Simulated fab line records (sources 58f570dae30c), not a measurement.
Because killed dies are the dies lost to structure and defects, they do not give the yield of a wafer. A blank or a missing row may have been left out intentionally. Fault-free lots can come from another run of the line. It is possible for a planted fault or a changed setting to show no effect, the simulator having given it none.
Split-lot study :: flow berkeleyCmos170 :: 23 wafers read across 5 lots, on a route 331 steps long

THE SPLIT
At UCB170_PLDD_EXPOSE_03 (exposes mask PSELECT, target cd 1200 nm), the setting doseMj was moved away from the recipe's 30 on 4 of the 23 wafers read, by +2.1% to +4.2%. This setting was run at the recipe's value on the other wafers.

FROM THE SPLIT TO THE READING: what the file shows between them, 2 steps
- UCB170_PLDD_PEB_04
- UCB170_PLDD_DEVELOP_05: develop time 45 s

THE READING
Shown in nm: cdNm at UCB170_PLDD_CD_MEAS_06, with target cd 1200 nm. Fault-free wafers of this fab line usually give 1199.7 nm, standard deviation 1.5 nm.

wafer: L075.3
tool, chamber at the split: krfScanner-01, 0
doseMj as run: 30
against the recipe: recipe
cdNm, nm: 1199.8
against lot-mates on the recipe: -

wafer: L075.4
tool, chamber at the split: krfScanner-01, 0
doseMj as run: 30
against the recipe: recipe
cdNm, nm: 1200.1
against lot-mates on the recipe: -

wafer: L075.5
tool, chamber at the split: krfScanner-01, 0
doseMj as run: 30
against the recipe: recipe
cdNm, nm: 1199.4
against lot-mates on the recipe: -

wafer: L079.1
tool, chamber at the split: krfScanner-02, 0
doseMj as run: 30
against the recipe: recipe
cdNm, nm: 1202.0
against lot-mates on the recipe: -

wafer: L079.2
tool, chamber at the split: krfScanner-02, 0
doseMj as run: 30
against the recipe: recipe
cdNm, nm: 1202.8
against lot-mates on the recipe: -

wafer: L079.3
tool, chamber at the split: krfScanner-02, 0
doseMj as run: 30
against the recipe: recipe
cdNm, nm: 1201.9
against lot-mates on the recipe: -

wafer: L079.4
tool, chamber at the split: krfScanner-02, 0
doseMj as run: 30
against the recipe: recipe
cdNm, nm: 1204.1
against lot-mates on the recipe: -

wafer: L079.6
tool, chamber at the split: krfScanner-02, 0
doseMj as run: 30
against the recipe: recipe
cdNm, nm: 1200.7
against lot-mates on the recipe: -

wafer: L082.1
tool, chamber at the split: krfScanner-01, 0
doseMj as run: 30
against the recipe: recipe
cdNm, nm: 1197.8
against lot-mates on the recipe: -

wafer: L082.2
tool, chamber at the split: krfScanner-01, 0
doseMj as run: 31.27
against the recipe: +4.2%
cdNm, nm: 1207.0
against lot-mates on the recipe: +8.4

wafer: L082.3
tool, chamber at the split: krfScanner-01, 0
doseMj as run: 30
against the recipe: recipe
cdNm, nm: 1199.3
against lot-mates on the recipe: -

wafer: L082.5
tool, chamber at the split: krfScanner-01, 0
doseMj as run: 31.27
against the recipe: +4.2%
cdNm, nm: 1205.9
against lot-mates on the recipe: +7.3

wafer: L082.6
tool, chamber at the split: krfScanner-01, 0
doseMj as run: 30
against the recipe: recipe
cdNm, nm: 1198.8
against lot-mates on the recipe: -

wafer: L084.1
tool, chamber at the split: krfScanner-02, 0
doseMj as run: 30
against the recipe: recipe
cdNm, nm: 1197.8
against lot-mates on the recipe: -

wafer: L084.3
tool, chamber at the split: krfScanner-02, 0
doseMj as run: 30.63
against the recipe: +2.1%
cdNm, nm: 1200.9
against lot-mates on the recipe: +2.9

wafer: L084.4
tool, chamber at the split: krfScanner-02, 0
doseMj as run: 30
against the recipe: recipe
cdNm, nm: 1198.8
against lot-mates on the recipe: -

wafer: L084.5
tool, chamber at the split: krfScanner-02, 0
doseMj as run: 30
against the recipe: recipe
cdNm, nm: 1197.3
against lot-mates on the recipe: -

wafer: L084.6
tool, chamber at the split: krfScanner-02, 0
doseMj as run: 30.63
against the recipe: +2.1%
cdNm, nm: 1202.2
against lot-mates on the recipe: +4.2

wafer: L085.1
tool, chamber at the split: krfScanner-01, 0
doseMj as run: 30
against the recipe: recipe
cdNm, nm: 1201.2
against lot-mates on the recipe: -

wafer: L085.3
tool, chamber at the split: krfScanner-01, 0
doseMj as run: 30
against the recipe: recipe
cdNm, nm: 1200.4
against lot-mates on the recipe: -

wafer: L085.4
tool, chamber at the split: krfScanner-01, 0
doseMj as run: 30
against the recipe: recipe
cdNm, nm: 1200.4
against lot-mates on the recipe: -

wafer: L085.5
tool, chamber at the split: krfScanner-01, 0
doseMj as run: 30
against the recipe: recipe
cdNm, nm: 1199.6
against lot-mates on the recipe: -

wafer: L085.6
tool, chamber at the split: krfScanner-01, 0
doseMj as run: 30
against the recipe: recipe
cdNm, nm: 1201.5
against lot-mates on the recipe: -

FIT RESULTS
A straight line over all 23 wafers: cdNm changes by +1.33 nm for each +1% of doseMj; r = +0.72; the points scatter about the line by 1.7 nm.
The same after taking each lot's own level away (the mean of its wafers on the recipe; 23 wafers): +1.82 nm for each +1%; r = +0.95; scatter 0.78 nm.
On that fit, the largest move of doseMj shifts the reading by 7.7 nm.
The lots' own levels span 1197.97 to 1202.30 nm, that is 2.9 times the standard deviation above.
So the lot-to-lot level blurs the effect unless lot-mates are compared.
Check: for one of the wafers moved furthest among these (+4.2%), held out of the fit, the line's prediction against its lot-mates is +7.25 nm. Against them it came out at +8.37 nm.

FURTHER SPLITS ON THESE WAFERS
Before the reading, these wafers also passed through other splits. Each is held against what the fit with the lots' levels taken away leaves over:
other split on the same wafers: UCB170_ACTIVE_CVD_05 nh3FlowSccm
wafers away from the commonest value: 15
r with cdNm (lot level and that fit taken away): -0.05

other split on the same wafers: UCB170_PFIELD_EXPOSE_03 doseMj
wafers away from the commonest value: 4
r with cdNm (lot level and that fit taken away): -0.15

other split on the same wafers: UCB170_FIELD_OXIDATION_01 oxTimeS
wafers away from the commonest value: 18
r with cdNm (lot level and that fit taken away): -0.06

other split on the same wafers: UCB170_GATE_PEB_10 pebTempC
wafers away from the commonest value: 9
r with cdNm (lot level and that fit taken away): -0.16

other split on the same wafers: UCB170_PLDD_COAT_01 resistThkNm
wafers away from the commonest value: 5
r with cdNm (lot level and that fit taken away): -0.12

THE FILE'S OWN FIT
cdNm changes by +1.82 nm for each +1% of doseMj, r = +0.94.
